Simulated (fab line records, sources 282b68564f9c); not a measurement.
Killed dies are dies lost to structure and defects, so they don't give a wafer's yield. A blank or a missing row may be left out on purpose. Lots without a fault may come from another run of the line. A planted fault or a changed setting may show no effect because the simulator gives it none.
fab line records | flow rit_cmos
record lots=14 wafers=42 last_day=7
route steps=202 shown NRETRO@56 M1@202
lots that met no fault: from a run of the same line without faults
start_h: hours from the record's first day to the start of the lot's first wafer shown | wait_h: hours since the lot's step before | " the same as in the row above | L1.1+2: a row that stands for several wafers | - no value, or no start given | * or withheld: withheld | < > ~ a bound
route shown NAME@n: a module of which the file shows steps, and the number in the route of the first | usual: mean/standard deviation of fault-free wafers | same: alike in all rows | chamber/n: place in a boat | sites: the reading at each site | _std_site: their standard deviation | _edge_site: outer sites' mean less inner sites' | radius_mm: how far each site lies from the wafer's centre | mask NAME#n: copy n | behind: the tool/chamber that last shaped the wafer | hold: why the lot was held/for how many hours/how that ended | device: the transistor (n, p or np) that didn't switch | end of line: the same wafers' tests at the end of the route | a step without rows: its recipe alone | killed: dies lost to structure and defects at the first sort, not the wafer's yield | map: a wafer's dies, x killed, . not, _ none there
set.NAME: the setting as run; set.NAME@STEP: as run at that earlier step | model.NAME: the simulator's own value behind a step, which no gauge read
steps of the route over a sample of lots; a table a step, a row a wafer
services: from which hour (start_h, from the record's first day; less than 0 if before it) a tool's chamber was out of use, for how many hours, and why
## steps
# step RIT_NRETRO_EXPOSE_03
# recipe mask_id=M4 na=0.57 target_cd_nm=43900 dose_mj=250
# usual stage_vel_mm_s=499.98/0.24
# same na=0.57
# columns lot.wafer tool chamber start_h wait_h mask stage_vel_mm_s
L233.1 iline_stepper-01 0 35.70 0.2 M4#0 499.85
L233.3 " 0 " " M4#0 500.37
L233.6 " 0 " " M4#0 500.06
L234.3 iline_stepper-02 0 41.20 0.1 M4#0 499.94
L234.4 " 0 " " M4#0 499.92
L234.5 " 0 " " M4#0 500.09
L235.2 iline_stepper-01 0 50.52 0.2 M4#0 499.81
L235.5 " 0 " " M4#0 500.07
L235.6 " 0 " " M4#0 499.96
L236.1 iline_stepper-02 0 51.79 0.2 M4#0 499.91
L236.2 " 0 " " M4#0 499.96
L236.3 " 0 " " M4#0 500.11
L237.1 iline_stepper-02 0 55.71 0.1 M4#0 499.91
L237.3 " 0 " " M4#0 499.44
L237.4 " 0 " " M4#0 499.97
L238.2 iline_stepper-01 0 64.72 0.3 M4#0 500.35
L238.3 " 0 " " M4#0 500.14
L238.6 " 0 " " M4#0 500.34
L240.1 iline_stepper-02 0 72.83 0.1 M4#0 499.82
L240.2 " 0 " " M4#0 499.66
L240.3 " 0 " " M4#0 499.71
L241.4 iline_stepper-02 0 80.94 0.1 M4#0 499.86
L241.5 " 0 " " M4#0 500.13
L241.6 " 0 " " M4#0 499.60
L242.2 iline_stepper-01 0 81.15 0.4 M4#0 499.88
L242.3 " 0 " " M4#0 500.24
L242.4 " 0 " " M4#0 500.22
L243.1 iline_stepper-01 0 86.38 0.1 M4#0 500.16
L243.3 " 0 " " M4#0 500.19
L243.4 " 0 " " M4#0 500.28
L245.2 iline_stepper-02 0 101.24 0.2 M4#0 500.08
L245.5 " 0 " " M4#0 500.21
L245.6 " 0 " " M4#0 499.88
L249.3 iline_stepper-02 0 122.77 0.2 M4#0 500.30
L249.4 " 0 " " M4#0 499.78
L249.5 " 0 " " M4#0 499.96
L251.1 iline_stepper-02 0 127.82 0.2 M4#0 499.69
L251.3 " 0 " " M4#0 499.98
L251.5 " 0 " " M4#0 499.73
L255.4 iline_stepper-01 0 144.82 0.2 M4#0 499.87
L255.5 " 0 " " M4#0 500.11
L255.6 " 0 " " M4#0 499.98
# step RIT_NRETRO_OVL_MEAS_06
# usual NRETRO_OVL=-0.4/1.4
# columns lot.wafer tool chamber start_h wait_h NRETRO_OVL[nm]
L233.1 overlay-01 - 36.14 - -0.6
L233.3 " - " " 0.3
L233.6 " - " " 0.1
L234.3 overlay-01 - 41.61 - 0.3
L234.4 " - " " -0.5
L234.5 " - " " 1.6
L235.2 overlay-01 - 50.94 - -0.4
L235.5 " - " " -0.1
L235.6 " - " " -1.2
L236.1 overlay-02 - 52.44 - -0.1
L236.2 " - " " 0.9
L236.3 " - " " 0.4
L237.1 overlay-02 - 56.14 - -1.9
L237.3 " - " " -2.0
L237.4 " - " " -0.9
L238.2 overlay-02 - 65.28 - -0.9
L238.3 " - " " -0.6
L238.6 " - " " -1.0
L240.1 overlay-02 - 73.26 - -1.4
L240.2 " - " " -0.7
L240.3 " - " " -1.9
L241.4 overlay-02 - 81.33 - -2.9
L241.5 " - " " -2.7
L241.6 " - " " -3.0
L242.2 overlay-01 - 81.56 - 2.1
L242.3 " - " " 2.5
L242.4 " - " " 2.3
L243.1 overlay-01 - 86.81 - -0.3
L243.3 " - " " 1.1
L243.4 " - " " 0.8
L245.2 overlay-01 - 101.65 - -1.5
L245.5 " - " " 0.2
L245.6 " - " " -0.2
L249.3 overlay-02 - 123.18 - -
L249.4 " - " " -
L249.5 " - " " -
L251.1 overlay-02 - 128.25 - -
L251.3 " - " " -
L251.5 " - " " -
L255.4 overlay-01 - 145.21 - -0.9
L255.5 " - " " -0.8
L255.6 " - " " -1.3
# step RIT_M1_PROBE_99
# usual killed_at_M0_to_M3=0.0/0.2 killed_at_contacts=0.0/0.2 killed_at_front_end=6.8/2.9 killed_dies=6.8/2.9 killed_on_rim=1.9/1.4 killed_open=3.3/1.9 killed_short=3.5/2
# same gross_dies=264 killed_at_M4_up=0 killed_at_back_side=0 killed_at_other=0
# columns lot.wafer tool chamber start_h wait_h killed_at_M0_to_M3 killed_at_contacts killed_at_front_end killed_dies killed_on_rim killed_open killed_short
L235.2 prober-02 - 85.04 0.1 0 0 7 7 2 2 5
L235.5 prober-02 - 85.19 0.2 0 0 5 5 2 2 3
L235.6 prober-02 - 85.24 0.2 0 0 11 11 4 6 5
L240.1 prober-01 - 103.40 0.4 0 0 6 6 2 3 3
L240.2 prober-01 - 103.45 0.4 0 1 5 6 1 2 4
L240.3 prober-01 - 103.50 0.5 0 0 9 9 0 6 3
L243.1 prober-01 - 116.70 0.1 0 0 11 11 8 7 4
L243.3 prober-01 - 116.80 0.2 0 0 4 4 2 3 1
L243.4 prober-01 - 116.85 0.2 0 0 6 6 1 4 2
L242.2 prober-02 - 116.75 0.1 0 0 13 13 2 10 3
L242.3 prober-02 - 116.80 0.2 0 0 11 11 2 4 7
L242.4 prober-02 - 116.85 0.2 0 0 18 18 4 8 10
L241.4 prober-02 - 117.15 0.5 0 0 7 7 1 2 5
L241.5 prober-02 - 117.20 0.5 1 0 7 8 2 4 4
L241.6 prober-02 - 117.25 0.6 0 0 8 8 2 4 4
L245.2 prober-02 - 132.41 0.1 0 0 8 8 1 5 3
L245.5 prober-02 - 132.56 0.2 0 0 7 7 3 4 3
L245.6 prober-02 - 132.61 0.2 0 0 1 1 0 1 0
L249.3 prober-02 - 153.97 0.2 0 0 264 264 70 4 0
L249.4 prober-02 - 154.02 0.2 0 0 264 264 70 3 5
L249.5 prober-02 - 154.07 0.2 0 0 264 264 70 6 3
L251.1 prober-02 - 158.84 0.1 0 0 264 264 70 6 6
L251.3 prober-02 - 158.94 0.2 0 0 264 264 70 3 4
L251.5 prober-02 - 159.04 0.2 0 0 264 264 70 1 4
L255.4 prober-02 - 175.86 0.2 0 0 3 3 2 1 2
L255.5 prober-02 - 175.91 0.2 1 0 4 5 1 3 2
L255.6 prober-02 - 175.96 0.2 0 0 6 6 2 4 2
# killed by level:class
L235.2 SPACER:geometric_particle:short=2 FOX1:geometric_particle:open=1 FOX2:geometric_particle:short=1 REOX:geometric_particle:short=1 SPACER:geometric_particle:open=1 SILICIDE:geometric_particle:short=1
L235.5 FOX2:geometric_particle:short=1 REOX:geometric_particle:open=1 REOX:geometric_particle:short=1 SPACER:geometric_particle:short=1 SILICIDE:geometric_particle:open=1
L235.6 SPACER:geometric_particle:open=5 GATE:geometric_particle:short=2 FOX1:geometric_particle:short=1 REOX:geometric_particle:open=1 REOX:geometric_particle:short=1 SPACER:geometric_particle:short=1
L240.1 FOX1:geometric_particle:short=3 FOX1:geometric_particle:open=1 FOX2:geometric_particle:open=1 SILICIDE:geometric_particle:open=1
L240.2 FOX2:geometric_particle:short=2 GATE:geometric_particle:open=2 GATE:geometric_particle:short=1 CONTACT:geometric_particle:short=1
L240.3 GATE:geometric_particle:open=2 REOX:geometric_particle:open=2 SPACER:geometric_particle:open=2 FOX2:geometric_particle:short=1 GATE:geometric_particle:short=1 SPACER:geometric_particle:short=1
L243.1 SPACER:geometric_particle:open=6 GATE:geometric_particle:short=3 FOX1:geometric_particle:short=1 GATE:geometric_particle:open=1
L242.2 FOX2:geometric_particle:open=3 GATE:geometric_particle:open=3 GATE:geometric_particle:short=2 REOX:geometric_particle:open=2 FOX1:geometric_particle:open=1 REOX:geometric_particle:short=1 SILICIDE:geometric_particle:open=1
L242.3 GATE:geometric_particle:short=5 GATE:geometric_particle:open=2 FOX2:geometric_particle:open=1 REOX:geometric_particle:short=1 REOX:geometric_particle:open=1 SPACER:geometric_particle:short=1
L243.3 FOX2:geometric_particle:open=1 GATE:geometric_particle:open=1 REOX:geometric_particle:open=1 SPACER:geometric_particle:short=1
L242.4 GATE:geometric_particle:short=4 GATE:geometric_particle:open=3 FOX2:geometric_particle:open=2 FOX2:geometric_particle:short=2 REOX:geometric_particle:open=2 SILICIDE:geometric_particle:short=2 FOX1:geometric_particle:open=1 REOX:geometric_particle:short=1
L243.4 GATE:geometric_particle:open=3 FOX1:geometric_particle:open=1 SPACER:geometric_particle:short=1 SILICIDE:geometric_particle:short=1
L241.4 FOX2:geometric_particle:short=2 SILICIDE:geometric_particle:open=2 FOX1:geometric_particle:short=1 GATE:geometric_particle:short=1 SILICIDE:geometric_particle:short=1
L241.5 SPACER:geometric_particle:open=2 FOX2:geometric_particle:open=1 FOX2:geometric_particle:short=1 GATE:geometric_particle:short=1 REOX:geometric_particle:open=1 REOX:geometric_particle:short=1 M1:geometric_particle:short=1
L241.6 FOX1:geometric_particle:open=3 REOX:geometric_particle:short=2 FOX1:geometric_particle:short=1 GATE:geometric_particle:short=1 REOX:geometric_particle:open=1
L245.2 GATE:geometric_particle:open=3 GATE:geometric_particle:short=2 FOX1:geometric_particle:open=1 FOX2:geometric_particle:open=1 REOX:geometric_particle:short=1
L245.5 GATE:geometric_particle:open=4 GATE:geometric_particle:short=3
L245.6 SPACER:geometric_particle:open=1
L249.3 NRETRO:overlay=260 FOX1:geometric_particle:open=2 GATE:geometric_particle:open=1 REOX:geometric_particle:open=1
L249.4 NRETRO:overlay=256 GATE:geometric_particle:short=4 REOX:geometric_particle:open=3 SPACER:geometric_particle:short=1
L249.5 NRETRO:overlay=255 FOX1:geometric_particle:short=2 GATE:geometric_particle:open=2 SPACER:geometric_particle:open=2 FOX1:geometric_particle:open=1 REOX:geometric_particle:short=1 REOX:geometric_particle:open=1
L251.1 NRETRO:overlay=252 GATE:geometric_particle:open=3 GATE:geometric_particle:short=3 REOX:geometric_particle:open=2 FOX1:geometric_particle:short=1 SPACER:geometric_particle:open=1 SPACER:geometric_particle:short=1 SILICIDE:geometric_particle:short=1
L251.3 NRETRO:overlay=257 REOX:geometric_particle:short=2 FOX1:geometric_particle:open=1 FOX2:geometric_particle:short=1 SPACER:geometric_particle:open=1 SILICIDE:geometric_particle:open=1 SILICIDE:geometric_particle:short=1
L251.5 NRETRO:overlay=259 GATE:geometric_particle:short=3 FOX1:geometric_particle:short=1 GATE:geometric_particle:open=1
L255.4 FOX1:geometric_particle:short=1 GATE:geometric_particle:short=1 SILICIDE:geometric_particle:open=1
L255.5 GATE:geometric_particle:short=1 GATE:geometric_particle:open=1 SILICIDE:geometric_particle:short=1 SILICIDE:geometric_particle:open=1 M1:geometric_particle:open=1
L255.6 REOX:geometric_particle:open=2 FOX1:geometric_particle:open=1 FOX1:geometric_particle:short=1 GATE:geometric_particle:short=1 SILICIDE:geometric_particle:open=1
## services
# columns tool chamber start_h hours kind
iline_stepper-01 - 14.34 11.3 repair
iline_stepper-02 0 17.34 - calibration
iline_stepper-01 - 56.46 3.6 repair
iline_stepper-02 - 92.58 1.7 pm
## key
first_sign step=RIT_NRETRO_OVL_MEAS_06 reading=NRETRO_OVL direction=missing
effect step=RIT_M1_PROBE_99 reading=killed_dies direction=up sigmas=89 usual=6.8 struck=264
more_kills_born_at RIT_NRETRO_EXPOSE_03@iline_stepper-02=1539
met_at RIT_NRETRO_EXPOSE_03
struck_lots L249,L251
tester_left_out L249,L251
onset_between 101.24 122.77
fault kind=scanner_matching_overlay tool=iline_stepper-02 chamber=- onset_h=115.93 steps=RIT_NRETRO_EXPOSE_03 offset=6146.7
# tester_left_out: of these lots the tester's yield and bins aren't shown, on N5 and GAA mostly nor the transistor test; their killed dies are dies lost to structure and defects alone, not to doping, threshold or leakage, so they don't give the yield
